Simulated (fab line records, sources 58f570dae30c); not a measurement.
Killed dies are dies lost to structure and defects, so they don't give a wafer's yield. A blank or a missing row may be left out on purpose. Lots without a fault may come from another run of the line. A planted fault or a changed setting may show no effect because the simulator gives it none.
A struck lot beside a sound one | flow berkeley_cmos170 | 16 steps out of a route of 331
Sound: wafers L124.2, L124.5, L124.6. Struck: wafers L125.1, L125.2, L125.3. The cause comes at the end.
At each step with rows: each side's tool, then ch and its chambers, then its first start. Under that, the readings that differ: sound wafers | struck wafers | difference of the means | sigmas: that difference in standard deviations of wafers without a fault.
alike: readings whose means differ by less than 2 such deviations, and words and numbers that are the same on both sides. not compared: withheld readings, readings that some wafer has no value for, bounds like >300 that may hide the same value, and numbers for which the record gives no deviation and whose values overlap.
The two part at a step that has a row with sigmas, a row that says differs or no value, or rows on one side only. Numbers that don't overlap but have no deviation are shown without sigmas and don't part them. A reading that every wafer of one side lacks parts them only if that side has two wafers or more.

UCB170_PWELL_THK_MEAS_03:
  sound on film_metro-01, day 4 07:42; struck on film_metro-02, day 4 14:04
  alike: PWELL_OXIDE_THK
then, 2 steps without rows for these wafers: UCB170_PWELL_ANNEAL_04 (time 900 s); UCB170_PWELL_CVD_05 (deposits Si3N4 from SiH2Cl2/NH3, target thk 220 nm, time 3300 s).
UCB170_PWELL_THK_MEAS_06:
  sound on film_metro-02, day 4 13:17; struck on film_metro-02, day 4 20:02
  alike: PWELL_NITRIDE_THK
then, 6 steps without rows for these wafers: UCB170_PWELL_HMDS_07 (prime time 60 s); UCB170_PWELL_COAT_08 (resist thk 900 nm); UCB170_PWELL_SOFTBAKE_09 (time 60 s); UCB170_PWELL_EXPOSE_10 (exposes mask PWELL, target cd 3000 nm); UCB170_PWELL_PEB_11; UCB170_PWELL_DEVELOP_12 (develop time 45 s).
UCB170_PWELL_OVL_MEAS_13:
  sound on overlay-02, day 4 14:40; struck on overlay-01, day 4 21:25
  alike: PWELL_OVL
UCB170_PWELL_ETCH_14: etches Si3N4 in CH3F/Ar/O2, stops on SiO2, target depth 242 nm, time 151 s.
  sound on rie_diel-01 ch 0,2,3, day 4 14:42; struck on rie_diel-02 ch 0,2,3, day 4 21:27
  alike: CH3F_flow_sccm, drypump_motor_current_A, oes_product_au, throttle_valve_pct
  not compared: rf_hours_counter_h
UCB170_PWELL_IMPLANT_15:
  sound on implanter-02 ch 0, day 4 14:50; struck on implanter-02 ch 0, day 4 21:52
  alike: faraday_current_uA
UCB170_PWELL_STRIP_16: strips in O2.
  sound on plasma_asher-04 ch 0,1, day 4 14:57; struck on plasma_asher-02 ch 0,1, day 4 22:01
  alike: drypump_motor_current_A, oes_product_au, strip_time_to_endpoint_s
  not compared: rf_hours_counter_h
UCB170_PWELL_TW_MEAS_17:
  sound on film_metro-02, day 4 15:04; struck on film_metro-01, day 4 22:07
  reading  | sound             | struck            | difference | sigmas
  PWELL_TW | 383.6 383.3 385.5 | 473.1 474.4 471.4 | +88.8      | +32
then, 1 step without rows for these wafers: UCB170_PWELL_CLEAN_18 (cleans in SPM, time 600 s).

WHERE THEY PART
Only at UCB170_PWELL_TW_MEAS_17, within this record.

WHY: what the simulator had put in
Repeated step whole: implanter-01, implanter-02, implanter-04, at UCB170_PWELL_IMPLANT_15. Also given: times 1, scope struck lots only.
